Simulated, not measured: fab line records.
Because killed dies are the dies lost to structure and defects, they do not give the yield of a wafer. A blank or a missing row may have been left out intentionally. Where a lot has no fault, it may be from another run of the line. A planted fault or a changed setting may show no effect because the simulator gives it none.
Matching of chambers :: flow berkeley cmos170 :: pecvd-02 running UCB170_V2_CVD_00: 3 sister chambers
The step deposits SiO2 from TEOS/O2, target thk 2000 nm, time 250 s. 3 wafers are shown with their chamber, then 7 later ones without.

## EACH WAFER AND ITS CHAMBER
wafer: L536.6
chamber: 0
rf fwd power W (W): 550.8

wafer: L549.2
chamber: 2
rf fwd power W (W): 547.5

wafer: L549.3
chamber: 1
rf fwd power W (W): 547.1

## WAFERS WITHOUT THEIR CHAMBER
wafer: L549.5
rf fwd power W (W): 548.6

wafer: L552.2
rf fwd power W (W): 550.7

wafer: L552.3
rf fwd power W (W): 546.8

wafer: L552.6
rf fwd power W (W): 548.6

wafer: L553.1
rf fwd power W (W): 547.3

wafer: L553.2
rf fwd power W (W): 547.4

wafer: L553.3
rf fwd power W (W): 546.7

## WHICH CHAMBER EACH ONE RAN IN
wafer: L549.5
from the rows above: can't be placed: 2 or 1 or 0
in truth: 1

wafer: L552.2
from the rows above: 0
in truth: 0

wafer: L552.3
from the rows above: can't be placed: 1 or 2
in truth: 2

wafer: L552.6
from the rows above: can't be placed: 2 or 1 or 0
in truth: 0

wafer: L553.1
from the rows above: can't be placed: 1 or 2
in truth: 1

wafer: L553.2
from the rows above: can't be placed: 2 or 1
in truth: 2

wafer: L553.3
from the rows above: can't be placed: 1 or 2
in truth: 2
Correctly placed: 1 of 7. These rows do not allow placing 6 (true chamber among the candidates in 6). Number placed wrongly: 0.
How it was worked out, from the rows above alone: a wafer's distance from a chamber is the root of the sum, over the readings, of the square of ((its reading less the chamber's mean) divided by the reading's scatter). If the next closest chamber is less than 2 further off than the closest, the wafer can't be placed; otherwise it belongs to the closest. The mean given for a chamber averages the wafers shown for that chamber. The scatter (one wafer shown for each chamber): square how far every hidden wafer sits from the nearest shown wafer, average those squares and take the square root.
